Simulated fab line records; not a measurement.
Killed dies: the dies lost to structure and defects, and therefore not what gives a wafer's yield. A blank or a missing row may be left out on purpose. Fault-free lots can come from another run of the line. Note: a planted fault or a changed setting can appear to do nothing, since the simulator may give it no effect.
Split-lot experiment / flow berkeley_cmos170 / 23 wafers read from 5 lots, route of 331 steps

== ON THE SPLIT ==
At UCB170_M2_SPUTTER_01 (material Al, target thk 900 nm, time 120 s), the setting time_s was moved away from the recipe's 120 s on 6 of the 23 wafers read, by -13.6% to +9.0%. The other wafers ran this setting at the recipe's value.

== FROM THE SPLIT TO THE READING: what the file shows between them, 1 step ==
- UCB170_M2_RS_MEAS_02: measures by four-point-probe

== THE READING ==
M2_AL_THK, in nm, at UCB170_M2_THK_MEAS_03 (measures by xrf). Typical for fault-free wafers on this fab line: 897 nm, with standard deviation 10 nm.

wafer=L074.1; tool, chamber at the split=pvd_sputter-02, -; time_s as run, s=130.8; against the recipe=+9.0%; M2_AL_THK, nm=964; against lot-mates on the recipe=+80
wafer=L074.2; tool, chamber at the split=pvd_sputter-02, -; time_s as run, s=120; against the recipe=recipe; M2_AL_THK, nm=892; against lot-mates on the recipe=-
wafer=L074.4; tool, chamber at the split=pvd_sputter-02, -; time_s as run, s=120; against the recipe=recipe; M2_AL_THK, nm=876; against lot-mates on the recipe=-
wafer=L074.5; tool, chamber at the split=pvd_sputter-02, -; time_s as run, s=130.8; against the recipe=+9.0%; M2_AL_THK, nm=970; against lot-mates on the recipe=+86
wafer=L074.6; tool, chamber at the split=pvd_sputter-02, -; time_s as run, s=130.8; against the recipe=+9.0%; M2_AL_THK, nm=970; against lot-mates on the recipe=+86
wafer=L075.1; tool, chamber at the split=pvd_sputter-01, -; time_s as run, s=120; against the recipe=recipe; M2_AL_THK, nm=916; against lot-mates on the recipe=-
wafer=L075.2; tool, chamber at the split=pvd_sputter-01, -; time_s as run, s=103.7; against the recipe=-13.6%; M2_AL_THK, nm=793; against lot-mates on the recipe=-117
wafer=L075.3; tool, chamber at the split=pvd_sputter-01, -; time_s as run, s=103.7; against the recipe=-13.6%; M2_AL_THK, nm=788; against lot-mates on the recipe=-122
wafer=L075.4; tool, chamber at the split=pvd_sputter-01, -; time_s as run, s=120; against the recipe=recipe; M2_AL_THK, nm=904; against lot-mates on the recipe=-
wafer=L075.6; tool, chamber at the split=pvd_sputter-01, -; time_s as run, s=103.7; against the recipe=-13.6%; M2_AL_THK, nm=778; against lot-mates on the recipe=-132
wafer=L079.1; tool, chamber at the split=pvd_sputter-02, -; time_s as run, s=120; against the recipe=recipe; M2_AL_THK, nm=891; against lot-mates on the recipe=-
wafer=L079.2; tool, chamber at the split=pvd_sputter-02, -; time_s as run, s=120; against the recipe=recipe; M2_AL_THK, nm=886; against lot-mates on the recipe=-
wafer=L079.3; tool, chamber at the split=pvd_sputter-02, -; time_s as run, s=120; against the recipe=recipe; M2_AL_THK, nm=892; against lot-mates on the recipe=-
wafer=L079.5; tool, chamber at the split=pvd_sputter-02, -; time_s as run, s=120; against the recipe=recipe; M2_AL_THK, nm=880; against lot-mates on the recipe=-
wafer=L079.6; tool, chamber at the split=pvd_sputter-02, -; time_s as run, s=120; against the recipe=recipe; M2_AL_THK, nm=892; against lot-mates on the recipe=-
wafer=L081.1; tool, chamber at the split=pvd_sputter-02, -; time_s as run, s=120; against the recipe=recipe; M2_AL_THK, nm=896; against lot-mates on the recipe=-
wafer=L081.2; tool, chamber at the split=pvd_sputter-02, -; time_s as run, s=120; against the recipe=recipe; M2_AL_THK, nm=901; against lot-mates on the recipe=-
wafer=L081.4; tool, chamber at the split=pvd_sputter-02, -; time_s as run, s=120; against the recipe=recipe; M2_AL_THK, nm=898; against lot-mates on the recipe=-
wafer=L081.5; tool, chamber at the split=pvd_sputter-02, -; time_s as run, s=120; against the recipe=recipe; M2_AL_THK, nm=894; against lot-mates on the recipe=-
wafer=L081.6; tool, chamber at the split=pvd_sputter-02, -; time_s as run, s=120; against the recipe=recipe; M2_AL_THK, nm=897; against lot-mates on the recipe=-
wafer=L085.1; tool, chamber at the split=pvd_sputter-01, -; time_s as run, s=120; against the recipe=recipe; M2_AL_THK, nm=874; against lot-mates on the recipe=-
wafer=L085.3; tool, chamber at the split=pvd_sputter-01, -; time_s as run, s=120; against the recipe=recipe; M2_AL_THK, nm=887; against lot-mates on the recipe=-
wafer=L085.6; tool, chamber at the split=pvd_sputter-01, -; time_s as run, s=120; against the recipe=recipe; M2_AL_THK, nm=885; against lot-mates on the recipe=-

THE FIT
A straight line over all 23 wafers: M2_AL_THK changes by +8 nm for each +1% of time_s; r = +0.98; the points scatter about the line by 9.6 nm.
The same after taking each lot's own level away (the mean of its wafers on the recipe; 23 wafers): +9.18 nm for each +1%; r = +1.00; scatter 5.3 nm.
On that fit, the largest move of time_s shifts the reading by 1.2e+02 nm.
The lots' own levels span 882.0 to 910.0 nm, that is 2.8 times the standard deviation above.
In other words, the slope is changed by the lot-to-lot level; the two fits disagree.
Check: for one of the wafers moved furthest among these (-13.6%), held out of the fit, the line's prediction against its lot-mates is -127 nm. Against them it came out at -117 nm.

== OTHER SPLITS ON THESE WAFERS ==
Other splits were also applied to these wafers ahead of the reading. Each is held against what the fit with the lots' levels taken away leaves over:
other split on the same wafers=UCB170_GATE_ETCH_14 pressure_mtorr; wafers away from the commonest value=10; r with M2_AL_THK (lot level and that fit taken away)=-0.06
other split on the same wafers=UCB170_PLDD_IMPLANT_08 dose_cm2; wafers away from the commonest value=6; r with M2_AL_THK (lot level and that fit taken away)=-0.18
other split on the same wafers=UCB170_PSD_EXPOSE_03 dose_mj; wafers away from the commonest value=8; r with M2_AL_THK (lot level and that fit taken away)=-0.24
other split on the same wafers=UCB170_SDANNEAL_RTA_00 time_s; wafers away from the commonest value=7; r with M2_AL_THK (lot level and that fit taken away)=-0.28
other split on the same wafers=UCB170_SILICIDE_SPUTTER_01 power_w; wafers away from the commonest value=10; r with M2_AL_THK (lot level and that fit taken away)=-0.08
other split on the same wafers=UCB170_V1_CVD_00 time_s; wafers away from the commonest value=7; r with M2_AL_THK (lot level and that fit taken away)=-0.24
other split on the same wafers=UCB170_V1_EXPOSE_09 dose_mj; wafers away from the commonest value=7; r with M2_AL_THK (lot level and that fit taken away)=-0.02

== THE WHOLE CHAIN: every reading that the file lists as answering this split, in the file's order ==
step=UCB170_M2_SPUTTER_01; what it does=material Al, target thk 900 nm, time 120 s; reading=Al_of_M2_SPUTTER_01.thk_nm (the simulator's own value, which no gauge read); change (the file's fit)=+9.46 nm for each +1% of the setting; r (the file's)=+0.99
step=UCB170_M2_RS_MEAS_02; what it does=measures by four-point-probe; reading=M2_AL_RS; change (the file's fit)=-0.00036 for each +1% of the setting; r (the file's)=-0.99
step=UCB170_M2_THK_MEAS_03; what it does=measures by xrf; reading=M2_AL_THK; change (the file's fit)=+9.15 for each +1% of the setting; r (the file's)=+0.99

== THE FILE'S OWN FIT ==
M2_AL_THK changes by +9.15 nm for each +1% of time_s, r = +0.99.
